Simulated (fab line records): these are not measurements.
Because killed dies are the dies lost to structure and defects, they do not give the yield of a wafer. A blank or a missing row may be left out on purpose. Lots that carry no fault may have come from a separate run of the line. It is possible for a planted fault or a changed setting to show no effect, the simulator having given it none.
The tool behind it: which one? | flow ritCmos | 7 lots, 21 wafers sampled, at 2 steps of a route of 202

WHAT THE GAUGES SHOWED, per wafer
RIT_FOX1_THK_MEAS_01.
lot  | measured    | on           | FOX1_OXIDE_THK (nm)
L302 | day 1 23:16 | filmMetro-04 | 348 346 348
L304 | day 2 11:56 | filmMetro-01 | 347 353 353
L306 | day 2 21:01 | filmMetro-02 | 496 504 514
L311 | day 3 21:40 | filmMetro-01 | 344 348 349
L318 | day 5 08:28 | filmMetro-04 | 349 353 351
L320 | day 5 20:19 | filmMetro-01 | 362 364 360
L322 | day 6 07:50 | filmMetro-04 | 344 349 345

EACH LOT AND THE TOOL THAT RAN IT (in order: tool; ch and the chambers of the sampled wafers; start)
lot  | RIT_FOX1_OXIDATION_00
L302 | furnace-01 ch 0, day 1 21:56
L304 | furnace-04 ch 0, day 2 10:36
L306 | furnace-03 ch 0, day 2 18:13 and furnace-04 ch 0, day 2 19:43
L311 | furnace-01 ch 0, day 3 20:20
L318 | furnace-04 ch 0, day 5 07:08
L320 | furnace-04 ch 0, day 5 18:58
L322 | furnace-01 ch 0, day 6 06:29
- RIT_FOX1_OXIDATION_00: target thk 350.7 nm, ox time 1130 s.

THE ANSWER, worked out from the rows above alone
Rule: what is usual is taken from the lots themselves. Put in order of their means at a reading, lots are off if they are a third of the lots or fewer, leave a main group of 4 or more, and stand apart from it by a gap of 3 or more times the standard deviation of the main group's means; of several such gaps the widest counts. The tables above print the reading to a certain number of digits; a main group whose means all agree to those digits is not used. Also off: a lot with no number at a reading for which 4 or more lots have one. The other lots that the step has rows for count as sound.
Off: L306, at RIT_FOX1_THK_MEAS_01 (FOX1_OXIDE_THK). For the main group the mean is 351 nm and the standard deviation 5.4.
If a tool, at a process step before that reading, ran all the lots that are off and no sound lot after the first of them, it fits. Those tools and the gauges at RIT_FOX1_THK_MEAS_01 are tried in the same way. This does not decide it: 2 tools fit, namely furnace-03 at RIT_FOX1_OXIDATION_00 and filmMetro-02 at RIT_FOX1_THK_MEAS_01.

WHAT THE SIMULATOR HAD INSERTED
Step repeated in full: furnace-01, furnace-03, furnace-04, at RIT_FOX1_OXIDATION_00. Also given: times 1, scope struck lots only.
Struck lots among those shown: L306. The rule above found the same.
